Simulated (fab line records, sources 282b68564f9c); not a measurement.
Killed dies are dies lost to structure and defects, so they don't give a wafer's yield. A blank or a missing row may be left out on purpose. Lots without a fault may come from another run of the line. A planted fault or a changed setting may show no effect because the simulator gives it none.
fab line records | flow rit_cmos
record lots=14 wafers=42 last_day=7
route steps=202 shown ACTIVE@1 GATE@84 M1@201
lots that met no fault: from a run of the same line without faults
start_h: hours from the record's first day to the start of the lot's first wafer shown | wait_h: hours since the lot's step before | " the same as in the row above | L1.1+2: a row that stands for several wafers | - no value, or no start given | * or withheld: withheld | < > ~ a bound
route shown NAME@n: a module of which the file shows steps, and the number in the route of the first | usual: mean/standard deviation of fault-free wafers | same: alike in all rows | chamber/n: place in a boat | sites: the reading at each site | _std_site: their standard deviation | _edge_site: outer sites' mean less inner sites' | radius_mm: how far each site lies from the wafer's centre | mask NAME#n: copy n | behind: the tool/chamber that last shaped the wafer | hold: why the lot was held/for how many hours/how that ended | device: the transistor (n, p or np) that didn't switch | end of line: the same wafers' tests at the end of the route | a step without rows: its recipe alone | killed: dies lost to structure and defects at the first sort, not the wafer's yield | map: a wafer's dies, x killed, . not, _ none there
set.NAME: the setting as run; set.NAME@STEP: as run at that earlier step | model.NAME: the simulator's own value behind a step, which no gauge read
steps of the route over a sample of lots; a table a step, a row a wafer
services: from which hour (start_h, from the record's first day; less than 0 if before it) a tool's chamber was out of use, for how many hours, and why
## steps
# step RIT_ACTIVE_BOW_MEAS_00
# recipe mode=bow
# usual INCOMING_BOW=0/6
# columns lot.wafer tool chamber start_h wait_h INCOMING_BOW[um]
L287.3 film_metro-03 - 10.04 - -4
L287.4 " - " " 1
L287.5 " - " " 1
L289.2 film_metro-02 - 20.02 - -7
L289.3 " - " " 0
L289.4 " - " " -8
L291.1 film_metro-02 - 30.00 - 6
L291.5 " - " " 14
L291.6 " - " " 4
L292.1 film_metro-01 - 35.00 - -3
L292.3 " - " " 6
L292.5 " - " " -8
L293.4 film_metro-01 - 40.06 - 4
L293.5 " - " " 11
L293.6 " - " " 6
L294.3 film_metro-01 - 45.04 - 8
L294.5 " - " " -7
L294.6 " - " " 4
L295.1 film_metro-01 - 50.00 - -1
L295.2 " - " " -4
L295.6 " - " " 13
L297.1 film_metro-02 - 60.00 - -4
L297.4 " - " " -4
L297.6 " - " " 9
L298.1 film_metro-02 - 65.00 - -2
L298.3 " - " " -2
L298.5 " - " " -9
L302.1 film_metro-02 - 85.00 - 7
L302.5 " - " " 0
L302.6 " - " " 3
L303.3 film_metro-02 - 90.04 - -5
L303.4 " - " " -9
L303.5 " - " " -3
L304.3 film_metro-01 - 95.04 - -4
L304.5 " - " " 0
L304.6 " - " " 4
L306.3 film_metro-02 - 105.04 - -4
L306.4 " - " " -9
L306.5 " - " " -8
L307.1 film_metro-02 - 110.00 - 1
L307.2 " - " " 8
L307.5 " - " " -3
# step RIT_ACTIVE_THK_MEAS_04
# recipe reads=Si3N4_of_ACTIVE_CVD_03
# usual ACTIVE_NITRIDE_THK=150.9/1.2
# columns lot.wafer tool chamber start_h wait_h ACTIVE_NITRIDE_THK[nm]
L287.3 film_metro-01 - 13.55 0.0 151.3
L287.4 " - " " 151.2
L287.5 " - " " 150.3
L289.2 film_metro-01 - 23.54 0.0 152.4
L289.3 " - " " 151.7
L289.4 " - " " 152.1
L291.1 film_metro-03 - 33.53 0.0 151.3
L291.5 " - " " 150.2
L291.6 " - " " 150.9
L292.1 film_metro-01 - 38.53 0.0 151.8
L292.3 " - " " 150.4
L292.5 " - " " 152.1
L293.4 film_metro-02 - 43.56 0.0 151.7
L293.5 " - " " 152.5
L293.6 " - " " 149.8
L294.3 film_metro-01 - 48.55 0.0 150.9
L294.5 " - " " 149.8
L294.6 " - " " 151.4
L295.1 film_metro-01 - 53.53 0.0 148.2
L295.2 " - " " 149.5
L295.6 " - " " 149.8
L297.1 film_metro-02 - 63.66 0.0 151.5
L297.4 " - " " 149.9
L297.6 " - " " 150.1
L298.1 film_metro-03 - 70.98 0.0 152.2
L298.3 " - " " 153.5
L298.5 " - " " 152.3
L302.1 film_metro-01 - 88.53 0.0 151.7
L302.5 " - " " 151.3
L302.6 " - " " 151.7
L303.3 film_metro-01 - 93.55 0.0 149.3
L303.4 " - " " 148.7
L303.5 " - " " 149.1
L304.3 film_metro-01 - 99.40 0.0 151.8
L304.5 " - " " 151.9
L304.6 " - " " 150.5
L306.3 film_metro-02 - 110.50 0.0 150.6
L306.4 " - " " 151.5
L306.5 " - " " 150.5
L307.1 film_metro-03 - 113.53 0.0 151.3
L307.2 " - " " 152.0
L307.5 " - " " 151.0
# step RIT_GATE_CVD_08
# recipe material=poly-Si target_thk_nm=250 temp_c=610 precursor=SiH4 time_s=2220 pressure_mtorr=300 sih4_flow_sccm=100
# usual pressure_mtorr=300.1/0.68
# columns lot.wafer tool chamber start_h wait_h pressure_mtorr
L287.3 lpcvd-01 0 33.87 0.0 300.3
L287.4 " 0 " " 300.2
L287.5 " 0 " " 300.1
L289.2 lpcvd-01 0 43.63 0.0 298.6
L289.3 " 0 " " 299.8
L289.4 " 0 " " 299.2
L291.1 lpcvd-02 1 57.30 0.1 298.5
L291.5 " 1 " " 299.5
L291.6 " 1 " " 298.9
L292.1 lpcvd-02 0 62.49 0.1 299.3
L292.3 " 0 " " 298.9
L292.5 " 0 " " 299.8
L293.4 lpcvd-01 0 70.17 0.4 299.7
L293.5 " 0 " " 299.5
L293.6 " 0 " " 300.2
L294.3 lpcvd-01 1 73.05 0.0 300.1
L294.5 " 1 " " 299.7
L294.6 " 1 " " 299.9
L295.1 lpcvd-01 0 83.62 0.1 299.8
L295.2 " 0 " " 299.8
L295.6 " 0 " " 300.3
L297.1 lpcvd-02 0 87.80 0.1 301.0
L297.4 " 0 " " 300.6
L297.6 " 0 " " 300.4
L298.1 lpcvd-01 0 95.32 0.1 299.5
L298.3 " 0 " " 298.9
L298.5 " 0 " " 299.1
L302.1 lpcvd-01 0 110.07 0.1 240.8
L302.5 " 0 " " 240.5
L302.6 " 0 " " 239.9
L303.3 lpcvd-02 1 113.64 0.0 300.9
L303.4 " 1 " " 300.7
L303.5 " 1 " " 300.0
L304.3 lpcvd-01 0 120.39 0.0 239.6
L304.5 " 0 " " 240.2
L304.6 " 0 " " 239.1
L306.3 lpcvd-02 0 131.22 0.0 300.7
L306.4 " 0 " " 299.6
L306.5 " 0 " " 299.5
L307.1 lpcvd-02 0 133.87 0.1 300.8
L307.2 " 0 " " 301.2
L307.5 " 0 " " 300.8
# step RIT_GATE_THK_MEAS_09
# recipe reads=poly-Si_of_GATE_CVD_08
# usual GATE_POLY_THK=250.5/2.8
# columns lot.wafer tool chamber start_h wait_h GATE_POLY_THK[nm]
L287.3 film_metro-04 - 35.51 0.0 248.3
L287.4 " - " " 247.4
L287.5 " - " " 247.1
L289.2 film_metro-04 - 45.26 0.0 256.1
L289.3 " - " " 256.3
L289.4 " - " " 255.9
L291.1 film_metro-02 - 58.92 0.0 246.8
L291.5 " - " " 247.6
L291.6 " - " " 250.1
L292.1 film_metro-04 - 64.92 0.0 254.6
L292.3 " - " " 258.2
L292.5 " - " " 254.6
L293.4 film_metro-02 - 71.82 0.0 247.6
L293.5 " - " " 245.4
L293.6 " - " " 244.3
L294.3 film_metro-01 - 74.68 0.0 249.0
L294.5 " - " " 248.0
L294.6 " - " " 250.0
L295.1 film_metro-04 - 85.24 0.0 250.7
L295.2 " - " " 252.5
L295.6 " - " " 251.2
L297.1 film_metro-04 - 89.42 0.0 254.7
L297.4 " - " " 253.8
L297.6 " - " " 257.6
L298.1 film_metro-01 - 96.94 0.0 247.0
L298.3 " - " " 246.3
L298.5 " - " " 249.5
L302.1 film_metro-02 - 111.68 0.0 222.8
L302.5 " - " " 223.6
L302.6 " - " " 220.9
L303.3 film_metro-04 - 115.27 0.0 251.7
L303.4 " - " " 252.4
L303.5 " - " " 252.7
L304.3 film_metro-01 - 122.03 0.0 222.5
L304.5 " - " " 224.9
L304.6 " - " " 223.4
L306.3 film_metro-04 - 132.85 0.0 249.8
L306.4 " - " " 251.5
L306.5 " - " " 250.5
L307.1 film_metro-02 - 135.49 0.0 249.4
L307.2 " - " " 250.4
L307.5 " - " " 249.9
# step RIT_GATE_ETCH_19
# recipe chemistry=SF6/CHF3/O2 time_s=165 SF6_flow_sccm=30 CHF3_flow_sccm=30 O2_flow_sccm=5 target=poly-Si pressure_mtorr=40 rf_w=160 target_depth_a=3125 over_etch_frac=0.25 stop_on=SiO2
# usual CHF3_flow_sccm=30.00/0.098 O2_flow_sccm=5.000/0.014 drypump_motor_current_A=5.7/0.5 oes_product_au=0.857/0.015 throttle_valve_pct=10.23/0.12
# columns lot.wafer tool chamber start_h wait_h CHF3_flow_sccm O2_flow_sccm drypump_motor_current_A oes_product_au rf_hours_counter_h throttle_valve_pct
L287.3 rie_si-01 1 36.84 0.1 29.84 5.003 4.8 0.848 137 10.15
L287.4 " 2 " " 29.98 5.003 6.3 0.873 100 10.25
L287.5 " 1 " " 29.86 4.976 4.8 0.837 - 10.16
L289.2 rie_si-01 3 46.62 0.1 30.13 5.002 5.7 0.868 128 9.95
L289.3 " 0 " " 29.92 4.995 6.0 0.874 8 10.36
L289.4 " 1 " " 29.99 5.011 4.9 0.865 137 10.15
L291.1 rie_si-01 0 60.13 0.1 29.80 4.995 6.1 0.862 8 10.39
L291.5 " 1 " " 30.09 5.014 4.8 0.838 - 10.14
L291.6 " 2 " " 29.95 5.008 6.3 0.873 - 10.27
L292.1 rie_si-02 1 66.26 0.1 29.99 4.985 6.0 0.875 137 10.30
L292.3 " 3 " " 29.99 4.999 5.6 0.873 3 10.36
L292.5 " 1 " " 30.23 4.990 6.0 0.864 - 10.28
L293.4 rie_si-01 1 73.49 0.1 30.05 4.993 4.8 0.839 138 10.15
L293.5 " 2 " " 29.95 5.013 6.3 0.864 - 10.24
L293.6 " 1 " " 30.02 4.987 4.8 0.840 - 10.16
L294.3 rie_si-02 0 76.00 0.1 29.94 5.003 5.7 0.831 145 10.27
L294.5 " 2 " " 30.06 5.014 5.0 0.846 - 10.18
L294.6 " 3 " " 30.00 4.996 5.6 0.849 - 10.36
L295.1 rie_si-01 2 86.58 0.1 30.08 5.007 6.3 0.877 101 10.24
L295.2 " 1 " " 30.02 5.017 4.9 0.844 138 10.15
L295.6 " 3 " " 29.94 5.011 5.8 0.862 - 9.95
L297.1 rie_si-01 3 90.95 0.1 30.16 5.012 5.8 0.883 128 9.94
L297.4 " 1 " " 29.96 5.018 4.8 0.854 138 10.15
L297.6 " 1 " " 30.01 5.024 4.8 0.867 - 10.13
L298.1 rie_si-02 0 98.27 0.1 29.98 5.010 5.7 0.822 145 10.28
L298.3 " 1 " " 29.90 4.994 6.0 0.863 137 10.29
L298.5 " 3 " " 29.75 4.980 5.6 0.856 - 10.37
L302.1 rie_si-02 3 113.02 0.1 30.11 4.990 5.6 0.793 4 10.36
L302.5 " 0 " " 30.00 5.007 5.7 0.771 - 10.28
L302.6 " 1 " " 29.87 4.984 6.0 0.796 - 10.29
L303.3 rie_si-01 3 116.47 0.1 29.94 5.010 5.8 0.862 129 9.95
L303.4 " 1 " " 29.98 4.988 4.9 0.849 138 10.14
L303.5 " 1 " " 29.88 4.998 4.8 0.851 - 10.14
L304.3 rie_si-02 3 123.28 0.1 29.98 5.002 5.7 0.787 4 10.36
L304.5 " 1 " " 29.93 4.996 6.0 0.796 - 10.28
L304.6 " 0 " " 29.90 5.023 5.7 0.773 - 10.28
L306.3 rie_si-02 1 134.05 0.1 30.03 4.997 6.0 0.860 137 10.29
L306.4 " 2 " " 30.18 4.994 4.9 0.863 1 10.17
L306.5 " 1 " " 29.92 5.028 6.0 0.863 - 10.29
L307.1 rie_si-01 0 136.87 0.1 30.11 5.024 6.1 0.858 9 10.39
L307.2 " 1 " " 29.94 5.008 4.9 0.845 138 10.15
L307.5 " 0 " " 30.05 4.999 6.1 0.856 - 10.39
# step RIT_M1_BOW_MEAS_16
# recipe mode=bow
# usual M1_BOW=17/6
# columns lot.wafer tool chamber start_h wait_h M1_BOW[um]
L287.3 film_metro-03 - 60.26 0.0 12
L287.4 " - " " 17
L287.5 " - " " 16
L289.2 film_metro-02 - 66.50 0.0 8
L289.3 " - " " 16
L289.4 " - " " 9
L291.1 film_metro-02 - 81.33 0.0 23
L291.5 " - " " 31
L291.6 " - " " 22
L292.1 film_metro-02 - 88.60 0.0 12
L292.3 " - " " 19
L292.5 " - " " 7
L293.4 film_metro-03 - 95.62 0.1 20
L293.5 " - " " 26
L293.6 " - " " 22
L294.3 film_metro-03 - 97.10 0.0 24
L294.5 " - " " 9
L294.6 " - " " 20
L295.1 film_metro-03 - 107.80 0.0 14
L295.2 " - " " 10
L295.6 " - " " 27
L297.1 film_metro-02 - 113.38 0.0 11
L297.4 " - " " 12
L297.6 " - " " 24
L298.1 film_metro-02 - 118.24 0.0 14
L298.3 " - " " 13
L298.5 " - " " 8
L302.1 film_metro-02 - 132.82 0.0 26
L302.5 " - " " 19
L302.6 " - " " 21
L303.3 film_metro-01 - 135.98 0.0 11
L303.4 " - " " 10
L303.5 " - " " 14
L304.3 film_metro-02 - 144.88 0.0 13
L304.5 " - " " 15
L304.6 " - " " 20
L306.3 film_metro-01 - 154.69 0.0 15
L306.4 " - " " 9
L306.5 " - " " 9
L307.1 film_metro-03 - 156.45 0.0 19
L307.2 " - " " 26
L307.5 " - " " 15
## services
# columns tool chamber start_h hours kind
rie_si-01 - 12.33 0.4 repair
rie_si-01 1 37.26 6.0 repair
rie_si-02 0 79.82 2.6 repair
rie_si-01 - 105.54 0.1 repair
rie_si-02 - 134.50 0.5 repair
rie_si-02 0 136.16 - clean
rie_si-02 0 136.16 23.3 scheduled_down
rie_si-02 0 136.16 23.3 vent_cycle
## key
first_sign step=RIT_GATE_CVD_08 reading=pressure_mtorr direction=down sigmas=88 usual=300.1 struck=240.0
effect step=RIT_GATE_THK_MEAS_09 reading=GATE_POLY_THK direction=down sigmas=10 usual=250.5 struck=223.0
effect step=RIT_GATE_ETCH_19 reading=oes_product_au direction=down sigmas=4.8 usual=0.857 struck=0.786
met_at RIT_GATE_CVD_08
struck_lots L302,L304
tester_left_out L302,L304
not_acting_at RIT_ACTIVE_BOW_MEAS_00,RIT_ACTIVE_THK_MEAS_04,RIT_M1_BOW_MEAS_16
onset_between 95.32 110.07
fault kind=process_parameter_drift tool=lpcvd-01 chamber=- onset_h=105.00 steps=RIT_GATE_CVD_08 channel=pressure_mtorr offset=-60 shape=step end_h=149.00 acts_in=these_recipes_only stated=300
# tester_left_out: of these lots the tester's yield and bins aren't shown, on N5 and GAA mostly nor the transistor test; their killed dies are dies lost to structure and defects alone, not to doping, threshold or leakage, so they don't give the yield
